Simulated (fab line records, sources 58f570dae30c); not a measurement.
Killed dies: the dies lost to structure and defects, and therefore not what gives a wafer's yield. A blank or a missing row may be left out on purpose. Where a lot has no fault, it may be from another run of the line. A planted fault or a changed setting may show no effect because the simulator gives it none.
8D (eight disciplines) problem report, filled in by code | flow berkeley_cmos170 | the parts of the form that need people (team, actions taken, sign-off) are left out

## 1. WHAT IS WRONG
At UCB170_M2_COAT_10, spin_speed_rpm averages 1560.2 rpm over 6 wafers from 2 lots, while fault-free wafers read 1499.8 rpm, standard deviation 0.84. Measured from the usual mean, that is +72 standard deviations.
The step: resist thk 900 nm.
First observed at day 10 13:00: wafer L413.3, on litho_track-03. The record has a number at this step for 42 wafers belonging to 14 lots. The rule behind "out" and "out of limits": a value lying over 4 standard deviations away from the usual mean. All remaining wafers that have a number are taken as sound.

## 2. WHAT IT IS, WHAT IT ISN'T
question                    | is                     | is not
which readings at this step | spin_speed_rpm         | -
which lots                  | L413, L419             | L399, L401, L402, L404, L405, L406, L407, L409, L411, L418, L421, L422
which wafers of those lots  | all that have a number | -
read on which tools         | litho_track-03         | litho_track-01, litho_track-04
when                        | from day 10 13:00      | up to then (27 sound wafers); but 9 sound wafers of L418, L421, L422 came after

## 3. WHAT RULES OUT EACH SUSPECT
Counting: a tool at any process step up to the reading remains a suspect when it ran all the lots that are out and ran no sound lot after the first of those.
- litho_track-03 at UCB170_M2_COAT_10 (resist thk 900 nm): kept. All lots that are out passed through it, beginning with L413 at day 10 13:00, and no sound lot followed; its final sound lot before that point was L407 at day 9 14:00. Out on those wafers are its own readings of spin_speed_rpm.
After counting, what remains is litho_track-03 at UCB170_M2_COAT_10.

## 4. THE CAUSE (what the simulator had put in)
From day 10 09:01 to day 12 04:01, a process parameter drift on litho_track-03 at UCB170_M2_COAT_10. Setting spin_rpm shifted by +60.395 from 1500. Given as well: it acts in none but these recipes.
This tool alone remained once counting was done.

## 5. THE CHAIN OF EFFECTS, in route order
Each row: a reading whose mean over the struck wafers that have a number lies more than 3 standard deviations from the usual. Readings are gone through only where the record gives a usual standard deviation; hours: the median, over the lots, of the time from a lot's start at the first step in this table giving one to that lot's start at this step; sigmas: the change measured in usual standard deviations.
hours | step              | reading        | usual      | on struck wafers | change | sigmas
0     | UCB170_M2_COAT_10 | spin_speed_rpm | 1499.8 rpm | 1560.2           | +60.4  | +72
Process steps it contains:
- UCB170_M2_COAT_10: resist thk 900 nm.

## 6. HOW IT WOULD HAVE BEEN CAUGHT EARLIER
First out-of-limits reading in this record: day 10 13:00, which is 4 hours after fault onset at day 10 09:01.
